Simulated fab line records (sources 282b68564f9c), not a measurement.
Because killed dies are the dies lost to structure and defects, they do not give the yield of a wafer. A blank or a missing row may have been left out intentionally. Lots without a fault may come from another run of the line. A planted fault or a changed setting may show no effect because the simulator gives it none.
Comparing a struck lot with a sound one    flow rit_cmos    29 out of 202 route steps
Sound: wafers L405.2, L405.3, L405.5. Wafers L413.2, L413.3, L413.4 were the ones struck. At the end, the cause is stated.
Per side, at each step with rows, come the tool, then ch with its chambers, and then its first start. Under that, the readings that differ: sound wafers    struck wafers    difference of the means    sigmas: that difference in standard deviations of wafers without a fault.
alike: readings whose means differ by less than 2 such deviations, and words and numbers that are the same on both sides. not compared: withheld readings, readings that some wafer has no value for, bounds like >300 that may hide the same value, and numbers for which the record gives no deviation and whose values overlap.
A row with sigmas, a row that says differs or no value, or rows on one side alone: a step with any of these is where the two part. Non-overlapping numbers with no deviation appear without sigmas and do not part them. A reading missing from all wafers of one side parts the sides only when that side holds two or more wafers.

first, 6 steps without rows for these wafers: RIT_SDANNEAL_CLEAN_00 (cleans in SC1, time 600 s); RIT_SDANNEAL_CLEAN_01 (cleans in dHF, time 30 s); RIT_SDANNEAL_CLEAN_02 (cleans in SC2, time 600 s); RIT_SDANNEAL_RTA_03 (time 5 s); RIT_SILICIDE_WET_ETCH_00 (etches SiO2 in BOE, target depth 14 nm, time 15 s); RIT_SILICIDE_SPUTTER_01 (material Ti, target thk 30 nm, time 240 s).
RIT_SILICIDE_RTA_04: time 10 s, ramp up 5 s, ramp down 5 s.
  sound on rtp_anneal-02 ch 0, day 3 21:38; struck on rtp_anneal-02 ch 0, day 5 09:07
  alike: wafer_temp_C_max
then, 21 steps without rows for these wafers: RIT_SILICIDE_WET_ETCH_05 (etches Ti in SPM, time 120 s); RIT_SILICIDE_RTA_06 (time 10 s, ramp up 5 s, ramp down 10 s); RIT_CONTACT_CVD_00 (deposits SiO2 from TEOS, target thk 400 nm, time 61 s); RIT_CONTACT_HMDS_02 (prime time 60 s); RIT_CONTACT_COAT_03 (resist thk 1000 nm); RIT_CONTACT_SOFTBAKE_04 (time 60 s); RIT_CONTACT_EXPOSE_05 (exposes mask M11, target cd 1000 nm); RIT_CONTACT_PEB_06; RIT_CONTACT_DEVELOP_07 (develop time 120 s); RIT_CONTACT_HARDBAKE_10 (time 60 s); RIT_CONTACT_ETCH_11 (etches SiO2 in CHF3/CF4/Ar, stops on TiSi2, target depth 480 nm, time 320 s); RIT_CONTACT_STRIP_12 (strips in O2, time 180 s); RIT_CONTACT_CLEAN_13 (cleans in SC1, time 600 s); RIT_CONTACT_CLEAN_14 (cleans in SC2, time 600 s); RIT_M1_SPUTTER_00 (material Al, target thk 400 nm, time 500 s); RIT_M1_HMDS_03 (prime time 60 s); RIT_M1_COAT_04 (resist thk 1300 nm); RIT_M1_SOFTBAKE_05 (time 60 s); RIT_M1_EXPOSE_06 (exposes mask M12, target cd 2600 nm); RIT_M1_PEB_07; RIT_M1_DEVELOP_08 (develop time 68 s).
RIT_M1_PROBE_99:
  sound on prober-02, day 4 04:20; struck on prober-02, day 5 15:37
reading                               sound              struck             difference  sigmas
model.etest.contact_pplus.end_ohm_um  42.4 43.45 42.35   47.53 49.07 47.82  +5.41       
model.etest.contact_nplus.end_ohm_um  41.51 41.12 41.49  46.56 45.29 45.01  +4.25       
model.etest.npoly_line.rs_ohm_sq      16.93 17.04 16.9   16.19 16.15 16.12  -0.80       
model.etest.ppoly_line.rs_ohm_sq      16.42 16.73 16.43  15.56 15.7 15.8    -0.84       
model.etest.npoly_sal.rs_ohm_sq       4.32 4.333 4.344   4.037 4.069 4.054  -0.279      
model.etest.ppoly_sal.rs_ohm_sq       4.298 4.315 4.282  4.039 4.027 4.026  -0.268      
model.etest.pplus_sal.rs_ohm_sq       4.281 4.301 4.343  4.019 4.04 4.065   -0.267      
  alike: killed_at_contacts, killed_at_front_end, killed_dies, killed_open, killed_short
  not compared: model.etest.npoly_line.line_ohm_um

## WHERE THEY PART
Nowhere in this record.

WHY: whatever the simulator had introduced
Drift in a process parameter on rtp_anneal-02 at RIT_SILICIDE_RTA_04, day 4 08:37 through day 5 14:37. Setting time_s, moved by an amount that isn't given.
